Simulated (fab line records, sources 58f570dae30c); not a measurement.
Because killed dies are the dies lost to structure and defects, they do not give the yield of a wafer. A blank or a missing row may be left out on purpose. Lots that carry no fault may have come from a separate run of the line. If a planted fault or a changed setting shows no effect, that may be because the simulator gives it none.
Which tool did it? + flow berkeley cmos170 + 21 wafers from 7 lots sampled at 4 of the route's 331 steps

== WHAT THE GAUGES READ, wafer by wafer ==
UCB170_V1_CD_MEAS_90: the cd target is 700 nm.
| lot  | measured     | on        | cd nm (nm)        |
|------|--------------|-----------|-------------------|
| L582 | day 9 06:50  | cd sem-02 | 700.2 700.4 700.1 |
| L586 | day 9 16:36  | cd sem-01 | 700.8 699.6 700.2 |
| L585 | day 9 19:17  | cd sem-01 | 698.5 698.4 698.4 |
| L596 | day 12 09:55 | cd sem-02 | 699.0 701.2 698.5 |
| L594 | day 12 11:06 | cd sem-01 | 698.6 697.9 699.3 |
| L597 | day 12 11:11 | cd sem-02 | 697.9 697.8 699.3 |
| L600 | day 13 05:50 | cd sem-02 | 700.3 698.8 701.4 |

== WHICH TOOL RAN EACH LOT (tool, then ch and the chambers of the sampled wafers, then the start) ==
| lot  | UCB170_BACKSIDE_STRIP_03             | UCB170_M1_ETCH_11                  | UCB170_V1_CMP_02              |
|------|--------------------------------------|------------------------------------|-------------------------------|
| L582 | plasma asher-02 ch 0,1, day 8 18:01  | rie diel-01 ch 2,3, day 9 02:35    | cmp-02 ch 1,2,3, day 9 04:37  |
| L586 | plasma asher-02 ch 0,1, day 9 04:34  | rie diel-02 ch 0,3, day 9 11:56    | cmp-01 ch 0,1,2, day 9 14:03  |
| L585 | plasma asher-03 ch 1, day 9 05:24    | rie diel-03 ch 1,2,3, day 9 14:14  | cmp-02 ch 0,1,2, day 9 16:37  |
| L596 | plasma asher-03 ch 0,1, day 11 17:05 | rie diel-02 ch 0,1, day 12 02:22   | cmp-01 ch 1,2,3, day 12 04:25 |
| L594 | plasma asher-03 ch 0,1, day 11 17:32 | rie diel-02 ch 1,2,3, day 12 03:16 | cmp-01 ch 0,1,2, day 12 05:39 |
| L597 | plasma asher-03 ch 0,1, day 11 18:22 | rie diel-03 ch 0,2, day 12 03:32   | cmp-02 ch 1,2,3, day 12 05:57 |
| L600 | plasma asher-04 ch 0,1, day 12 15:14 | rie diel-02 ch 1,2, day 12 23:32   | cmp-02 ch 0,2, day 13 02:34   |
- UCB170_BACKSIDE_STRIP_03: strips in O2.
- UCB170_M1_ETCH_11: etches BARC in N2/H2.
- UCB170_V1_CMP_02: polishes SiO2.

== THE ANSWER, worked out from the rows above alone ==
Rule: usual is defined by the lots themselves. The widest of any qualifying gaps counts: lots, ordered by their means at a reading, are off when they make up no more than a third of the lots, leave a main group of 4 or more, and stand apart from it by 3 or more times the standard deviation of that group's means. A main group is skipped when, at the precision printed for the reading in the tables above, its means are all equal. A lot without any number at a reading at which 4 lots or more have one is off too. Any other lot the step has rows for is counted as sound.
No lot is off on any of the readings shown, so nothing can be concluded from this.

== WHAT HAD BEEN PUT IN BY THE SIMULATOR ==
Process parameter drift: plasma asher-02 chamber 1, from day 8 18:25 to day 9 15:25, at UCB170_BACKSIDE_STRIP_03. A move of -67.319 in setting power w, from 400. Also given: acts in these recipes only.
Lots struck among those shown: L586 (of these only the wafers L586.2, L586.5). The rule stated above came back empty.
